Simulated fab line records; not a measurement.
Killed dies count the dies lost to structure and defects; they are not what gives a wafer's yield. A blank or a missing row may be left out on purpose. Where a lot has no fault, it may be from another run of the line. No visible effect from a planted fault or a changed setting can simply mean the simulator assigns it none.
A sampling plan put to the test | flow berkeley-cmos170 | one fab line, 3 faults that these records tell of, each judged on the records of the lots that it struck; 2 more are left out, because the records don't allow judging them
The plan is the line's own looks: the steps of the route at which a gauge or an inspection reads the wafer and doesn't change it. Where struck wafers have a number at a look and the file lists that look's usual mean and standard deviation on fault-free wafers, the look can be judged. Caught: at a look after the fault's first step, the mean of the struck wafers lies 4 or more of those standard deviations (sigma) from the usual mean. On the tool: the fault's steps, tested the same way using the tool's own readings. If the struck wafers alone have a blank record, or they carry another recipe, that too counts as caught.

## THE FAULTS, as the simulator had put them in
1. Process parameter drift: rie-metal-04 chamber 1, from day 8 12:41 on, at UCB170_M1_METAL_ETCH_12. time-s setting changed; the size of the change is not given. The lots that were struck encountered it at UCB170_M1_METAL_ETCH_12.
2. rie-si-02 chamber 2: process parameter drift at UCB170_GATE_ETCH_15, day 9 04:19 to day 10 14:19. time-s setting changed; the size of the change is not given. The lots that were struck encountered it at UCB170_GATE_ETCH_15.
3. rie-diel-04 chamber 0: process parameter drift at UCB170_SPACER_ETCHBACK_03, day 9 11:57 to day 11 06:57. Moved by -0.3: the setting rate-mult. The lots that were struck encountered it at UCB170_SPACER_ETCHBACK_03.

## WHAT THE PLAN SAW
fault | on the tool itself        | first look that catches it     | reading, sigma | median hours from its first step to that look | hours from the fault's start to the first struck lot there | judged looks passed uncaught
1     | run-length-s -50 sigma    | no look after it can be judged | -              | -                                             | -                                                          | 0
2     | run-length-s -51 sigma    | no look after it can be judged | -              | -                                             | -                                                          | 0
3     | oes-product-au -7.8 sigma | no look after it can be judged | -              | -                                             | -                                                          | 0
Dash: fault not caught, or number not given in these records.

Caught at a look: 0 of 3. Caught on the tool: 3 of 3. By one or the other: 3 of 3.
Faults 1, 2, 3 were caught on the tool alone.
